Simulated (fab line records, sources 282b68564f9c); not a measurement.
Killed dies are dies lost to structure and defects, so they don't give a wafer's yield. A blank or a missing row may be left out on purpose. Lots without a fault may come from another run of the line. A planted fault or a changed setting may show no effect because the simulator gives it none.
One fault seen from 2 desks | flow rit_cmos | each desk has only its own numbers; what lay behind them comes last

THE METROLOGY DESK
What the gauges read, lot by lot, whatever tool the lot ran on: means of the sampled wafers that have a number. A lot is out of limits, marked OUT, if its mean lies more than 4 standard deviations from the usual mean; the brackets give that distance. Of its 9 readings 7 are shown: those that lie furthest out on some lot.
Columns: A = cd_nm at RIT_GATE_CD_MEAS_16, usual 149.9 nm; B = GATE_OVL at RIT_GATE_OVL_MEAS_17, usual 0.3 nm; C = cd_nm at RIT_GATE_CD_MEAS_90, usual 150.0 nm; D = REOX_OXIDE_THK at RIT_REOX_THK_MEAS_04, usual 25.1 nm; E = NLDD_OVL at RIT_NLDD_OVL_MEAS_06, usual -0.8 nm; F = NLDD_TW at RIT_NLDD_TW_MEAS_10, usual 2476; G = SPACER_NITRIDE_THK at RIT_SPACER_THK_MEAS_04, usual 249.6 nm
lot  | first seen here | A     | B    | C     | D    | E    | F    | G
L263 | day 5 04:10     | 149.4 | -1.2 | 149.3 | 24.4 | 0.5  | 2481 | 246.5
L264 | day 5 10:40     | 148.2 | -0.2 | 148.4 | 24.9 | 3.4  | 2481 | 249.0
L268 | day 6 01:31     | 152.0 | -2.0 | 152.4 | 25.2 | 0.6  | 2504 | 252.7
L270 | day 6 12:20     | 146.3 | 1.0  | 146.4 | 25.2 | -0.9 | 2500 | 250.6
L273 | day 7 02:09     | 149.7 | -0.5 | 149.6 | 24.4 | -2.8 | 2475 | 252.3
This desk's finding: nothing out of limits on any of the 5 lots.

THE TOOL OWNER'S DESK: wet_bench-03
The tool's own readings at RIT_REOX_CLEAN_02 (cleans in SC2, time 600 s): means of the sampled wafers that have a number, for each lot that ran on this tool. A lot is out of limits, marked OUT, if its mean lies more than 4 standard deviations from the usual mean; the brackets give that distance.
Columns: A = run_length_s at RIT_REOX_CLEAN_02, usual 628 s
lot  | first seen here | A
L263 | day 5 05:02     | 594 (-9.2) OUT
L270 | day 6 13:23     | 633
This desk's finding: out of limits on L263; first on L263, day 5 05:02 (run_length_s at RIT_REOX_CLEAN_02). In limits: L270.

PUT TOGETHER
The tool owner's desk could have raised an alarm at day 5 05:02, on L263.
The metrology desk saw nothing out of limits.
The metrology desk has L263 on record, within its limits.
Of the lots named, all ran RIT_REOX_CLEAN_02 on wet_bench-03.

WHAT THE SIMULATOR HAD PUT IN
Process parameter drift: wet_bench-03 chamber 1, from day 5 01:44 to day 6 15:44, at RIT_REOX_CLEAN_02. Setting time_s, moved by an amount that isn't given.
Lots struck among those shown: L263.
Hours from the fault's start to each desk's first reading out of limits: the tool owner's desk, 3.
